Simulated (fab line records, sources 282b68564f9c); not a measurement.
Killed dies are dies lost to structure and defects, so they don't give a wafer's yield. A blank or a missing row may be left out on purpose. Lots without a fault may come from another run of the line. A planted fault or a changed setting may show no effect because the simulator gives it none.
A struck lot beside a sound one | flow rit_cmos | 14 steps out of a route of 202
Sound: wafers L866.3, L866.5, L866.6. Struck: wafers L879.3, L879.4, L879.5. The cause comes at the end.
At each step with rows: each side's tool, then ch and its chambers, then its first start. Under that, the readings that differ: sound wafers | struck wafers | difference of the means | sigmas: that difference in standard deviations of wafers without a fault.
alike: readings whose means differ by less than 2 such deviations, and words and numbers that are the same on both sides. not compared: withheld readings, readings that some wafer has no value for, bounds like >300 that may hide the same value, and numbers for which the record gives no deviation and whose values overlap.
The two part at a step that has a row with sigmas, a row that says differs or no value, or rows on one side only. Numbers that don't overlap but have no deviation are shown without sigmas and don't part them. A reading that every wafer of one side lacks parts them only if that side has two wafers or more.

RIT_SILICIDE_SPUTTER_01: material Ti, target thk 30 nm, time 240 s.
  sound on pvd_sputter-01, day 3 04:17; struck on pvd_sputter-01, day 6 09:09
  alike: chamber_pressure_pa, throttle_valve_pct
RIT_SILICIDE_RS_MEAS_02: measures by four-point-probe.
  sound on film_metro-01, day 3 04:28; struck on film_metro-03, day 6 09:20
  alike: SILICIDE_TI_RS
RIT_SILICIDE_THK_MEAS_03: measures by xrf.
  sound on film_metro-01, day 3 04:34; struck on film_metro-03, day 6 09:26
  alike: SILICIDE_TI_THK
RIT_SILICIDE_RTA_04: time 10 s, ramp up 5 s, ramp down 5 s.
  sound on rtp_anneal-01 ch 0, day 3 04:38; struck on rtp_anneal-01 ch 0, day 6 09:30
  alike: wafer_temp_C_max
then, 1 step without rows for these wafers: RIT_SILICIDE_WET_ETCH_05 (etches Ti in SPM, time 120 s).
RIT_SILICIDE_RTA_06: time 10 s, ramp up 5 s, ramp down 10 s.
  sound on rtp_anneal-02 ch 0, day 3 04:44; struck on rtp_anneal-02 ch 0, day 6 09:37
  alike: wafer_temp_C_max
RIT_CONTACT_CVD_00: deposits SiO2 from TEOS, target thk 400 nm, time 61 s.
  sound on pecvd-02 ch 1,2, day 3 04:47; struck on pecvd-04 ch 1,2, day 6 09:39
  alike: heater_power_w, rf_fwd_power_W
RIT_CONTACT_THK_MEAS_01:
  sound on film_metro-02, day 3 04:52; struck on film_metro-02, day 6 09:43
  alike: CONTACT_TEOS_THK
then, 4 steps without rows for these wafers: RIT_CONTACT_HMDS_02 (prime time 60 s); RIT_CONTACT_COAT_03 (resist thk 1000 nm); RIT_CONTACT_SOFTBAKE_04 (time 60 s); RIT_CONTACT_EXPOSE_05 (exposes mask M11, target cd 1000 nm).
RIT_CONTACT_PEB_06:
  sound on litho_track-02 ch 0, day 3 05:38; struck on litho_track-04, day 6 10:23
  reading         | sound          | struck | difference                    | sigmas
  exhaust_pa (Pa) | 46.5 45.8 45.6 | - - -  | no value on the struck wafers |
  not compared: chill_plate_temp_C
then, 1 step without rows for these wafers: RIT_CONTACT_DEVELOP_07 (develop time 120 s).

WHERE THEY PART
Only at RIT_CONTACT_PEB_06, within this record.

WHY: what the simulator had put in
Skipped step whole: litho_track-04, from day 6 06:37 on, at RIT_CONTACT_PEB_06. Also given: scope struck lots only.
